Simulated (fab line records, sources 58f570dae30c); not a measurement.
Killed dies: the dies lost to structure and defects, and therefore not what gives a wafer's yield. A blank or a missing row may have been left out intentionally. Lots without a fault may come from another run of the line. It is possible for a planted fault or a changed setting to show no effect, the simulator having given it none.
Which tool did it? ; flow berkeleyCmos170 ; 42 wafers from 14 lots sampled at 2 of the route's 331 steps

== WHAT THE GAUGES SHOWED, per wafer ==
UCB170_PSD_TW_MEAS_10. Usual: PSD_TW gives 2323 (standard deviation 24).
lot;measured;on;PSD_TW;flag
L580;day 6 22:36;filmMetro-03;2353 2348 2342;
L581;day 6 22:48;filmMetro-02;2303 2306 2308;
L584;day 7 06:29;filmMetro-03;2338 2332 2338;
L582;day 7 06:38;filmMetro-03;2342 2335 2344;
L583;day 7 06:46;filmMetro-02;2304 2289 2298;
L585;day 7 20:37;filmMetro-03;2324 2334 2339;
L586;day 7 20:45;filmMetro-01;2342 2337 2335;
L587;day 8 01:08;filmMetro-02;2292 2289 2294;
L589;day 8 02:06;filmMetro-03;2320 2333 2327;
L588;day 8 02:22;filmMetro-02;2288 2286 2292;
L591;day 8 20:20;filmMetro-03;2341 2362 2349;
L600;day 10 16:22;filmMetro-03;30 30 30;OFF
L601;day 10 16:31;filmMetro-03;30 30 30;OFF
L602;day 10 16:51;filmMetro-01;2319 2341 2313;

== EACH LOT AND THE TOOL THAT RAN IT (in order: tool; ch and the chambers of the sampled wafers; start) ==
lot;UCB170_PSD_DEVELOP_05
L580;lithoTrack-01 ch 0, day 6 22:00
L581;lithoTrack-04 ch 0, day 6 22:00
L584;lithoTrack-02 ch 0, day 7 05:00
L582;lithoTrack-01 ch 0, day 7 06:00
L583;lithoTrack-04 ch 0, day 7 06:00
L585;lithoTrack-04 ch 0, day 7 20:00
L586;lithoTrack-02 ch 0, day 7 20:00
L587;lithoTrack-02 ch 0, day 8 00:00
L589;lithoTrack-04 ch 0, day 8 01:00
L588;lithoTrack-01 ch 0, day 8 01:00
L591;lithoTrack-02 ch 0, day 8 19:00
L600;lithoTrack-02 ch 0, day 10 15:00
L601;lithoTrack-02 ch 0, day 10 15:00
L602;lithoTrack-01 ch 0, day 10 16:00
- UCB170_PSD_DEVELOP_05: develop time 45 s.

== AS READ BY THE TOOLS THEMSELVES (means over the sampled wafers that have a number; for cases with no such wafer, the mark the record gives instead) ==
The record holds no such reading with a usual standard deviation.

== THE ANSWER, worked out from the rows above alone ==
Rule: lot off if the mean of its wafers having a number is beyond 3 standard deviations from the usual mean. A lot without any number at a reading at which 4 lots or more have one is off too. The other lots that the step has rows for count as sound. Order of review: gauges by route order, followed by the tools' own readings, for which a lot's mean as printed above is used. The first step at which some lot is off is used, and at that step the reading that is off furthest; a lot without a number counts as furthest.
Off: L600, L601, at UCB170_PSD_TW_MEAS_10 (PSD_TW).
A tool fits if, at a process step before that reading, it ran every lot that is off, and no sound lot after the first of them. Those tools and the gauges at UCB170_PSD_TW_MEAS_10 are tried in the same way. This does not decide it: 2 tools fit, namely lithoTrack-02 at UCB170_PSD_DEVELOP_05 and filmMetro-03 at UCB170_PSD_TW_MEAS_10.

== WHAT THE SIMULATOR PUT IN ==
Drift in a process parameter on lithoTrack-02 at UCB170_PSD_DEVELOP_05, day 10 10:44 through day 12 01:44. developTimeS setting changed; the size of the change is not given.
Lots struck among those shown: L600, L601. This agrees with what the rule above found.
